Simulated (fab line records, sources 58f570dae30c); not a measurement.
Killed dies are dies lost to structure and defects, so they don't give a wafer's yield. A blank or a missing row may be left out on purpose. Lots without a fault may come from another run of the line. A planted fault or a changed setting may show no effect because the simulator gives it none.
One fault seen from 2 desks | flow berkeley_cmos170 | each desk has only its own numbers; what lay behind them comes last

THE METROLOGY DESK
What the gauges read, lot by lot, whatever tool the lot ran on: means of the sampled wafers that have a number. A lot is out of limits, marked OUT, if its mean lies more than 4 standard deviations from the usual mean; the brackets give that distance.
Columns: A = NWELL_OXIDE_THK at UCB170_NWELL_THK_MEAS_02, usual 26.4 nm; B = NWELL_NITRIDE_THK at UCB170_NWELL_THK_MEAS_05, usual 224.0 nm; C = NWELL_OVL at UCB170_NWELL_OVL_MEAS_12, usual 2 nm
lot  | first seen here | A    | B     | C
L655 | day 3 18:08     | 26.2 | 217.9 | 6
L658 | day 4 05:07     | 27.3 | 223.7 | -6
L662 | day 5 00:14     | 25.3 | 227.3 | -2
L663 | day 5 07:49     | 26.3 | 223.1 | 1
L665 | day 5 20:36     | 26.4 | 220.1 | 10
This desk's finding: nothing out of limits on any of the 5 lots.

THE TOOL OWNER'S DESK: rie_diel-01
The tool's own readings at UCB170_NWELL_ETCH_13 (etches Si3N4 in CH3F/Ar/O2, stops on SiO2, target depth 246.4 nm, time 154 s): means of the sampled wafers that have a number, for each lot that ran on this tool. A lot is out of limits, marked OUT, if its mean lies more than 4 standard deviations from the usual mean; the brackets give that distance.
Columns: A = chamber_pressure_mTorr at UCB170_NWELL_ETCH_13, usual 50.00 mTorr; B = drypump_motor_current_A at UCB170_NWELL_ETCH_13, usual 5.7 A; C = oes_product_au at UCB170_NWELL_ETCH_13, usual 0.939 a.u.; D = throttle_valve_pct at UCB170_NWELL_ETCH_13, usual 8.02 %
lot  | first seen here | A     | B   | C     | D
L655 | day 3 23:24     | 50.03 | 5.7 | 0.926 | 8.06
L658 | day 4 13:53     | 50.00 | 5.8 | 0.938 | 8.13
L663 | day 5 13:10     | 50.00 | 5.5 | 0.927 | 7.98
This desk's finding: nothing out of limits on any of the 3 lots.

PUT TOGETHER
The metrology desk saw nothing out of limits.
The tool owner's desk saw nothing out of limits.

WHAT THE SIMULATOR HAD PUT IN
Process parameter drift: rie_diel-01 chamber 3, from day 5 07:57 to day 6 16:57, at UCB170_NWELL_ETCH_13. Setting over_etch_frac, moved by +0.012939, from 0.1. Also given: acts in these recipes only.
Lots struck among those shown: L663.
